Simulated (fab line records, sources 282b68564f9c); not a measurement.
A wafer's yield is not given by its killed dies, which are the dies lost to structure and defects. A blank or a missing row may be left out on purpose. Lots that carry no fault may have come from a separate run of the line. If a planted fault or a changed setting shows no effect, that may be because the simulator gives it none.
Which tool did it? -- flow ritCmos -- 6 lots with 18 wafers sampled at 4 steps, on a route of 202 steps

== WHAT EACH GAUGE READ, for each wafer ==
RIT_M1_CD_MEAS_09: target cd 2600 nm.
lot,measured,on,cdNm (nm)
L632,day 3 19:21,cdSem-02,2601.2 2603.4 2604.1
L634,day 4 02:14,cdSem-01,2597.3 2599.4 2596.8
L637,day 4 15:47,cdSem-01,2602.7 2600.5 2601.1
L643,day 5 20:34,cdSem-01,2597.1 2600.9 2598.8
L645,day 6 06:20,cdSem-01,2599.7 2601.5 2602.5
L653,day 8 12:37,cdSem-01,2600.7 2600.4 2598.9

== WHAT TOOL EACH LOT RAN ON (gives the tool, then ch and the chambers of the sampled wafers, and finally the start) ==
lot,RIT_PRETRO_EXPOSE_03,RIT_SDANNEAL_RTA_03,RIT_SILICIDE_RTA_04
L632,"ilineStepper-01 ch 0, day 2 18:02","rtpAnneal-01 ch 0, day 3 14:35","rtpAnneal-02 ch 0, day 3 15:28"
L634,"ilineStepper-01 ch 0, day 2 23:47","rtpAnneal-01 ch 0, day 3 21:00","rtpAnneal-02 ch 0, day 3 21:53"
L637,"ilineStepper-01 ch 0, day 3 14:06","rtpAnneal-02 ch 0, day 4 10:42","rtpAnneal-01 ch 0, day 4 11:35"
L643,"ilineStepper-02 ch 0, day 4 20:13","rtpAnneal-02 ch 0, day 5 15:53","rtpAnneal-01 ch 0, day 5 16:46"
L645,"ilineStepper-02 ch 0, day 5 07:02","rtpAnneal-02 ch 0, day 6 01:35","rtpAnneal-01 ch 0, day 6 02:28"
L653,"ilineStepper-02 ch 0, day 7 05:57","rtpAnneal-02 ch 0, day 8 07:35","rtpAnneal-01 ch 0, day 8 08:29"
- RIT_PRETRO_EXPOSE_03: exposes mask M5, target cd 43700 nm.
- RIT_SDANNEAL_RTA_03: time 5 s.
- RIT_SILICIDE_RTA_04: time 10 s, ramp up 5 s, ramp down 5 s.

== THE ANSWER, worked out from the rows above alone ==
Rule: the lots themselves supply what counts as usual. The widest of any qualifying gaps counts: lots, ordered by their means at a reading, are off when they make up no more than a third of the lots, leave a main group of 4 or more, and stand apart from it by 3 or more times the standard deviation of that group's means. The tables above print the reading to a certain number of digits; a main group whose means all agree to those digits is not used. A lot without any number at a reading at which 4 lots or more have one is off too. Any other lot the step has rows for is counted as sound.
Nothing can be told from this: no lot is off at any reading shown.

== WHAT THE SIMULATOR PUT IN ==
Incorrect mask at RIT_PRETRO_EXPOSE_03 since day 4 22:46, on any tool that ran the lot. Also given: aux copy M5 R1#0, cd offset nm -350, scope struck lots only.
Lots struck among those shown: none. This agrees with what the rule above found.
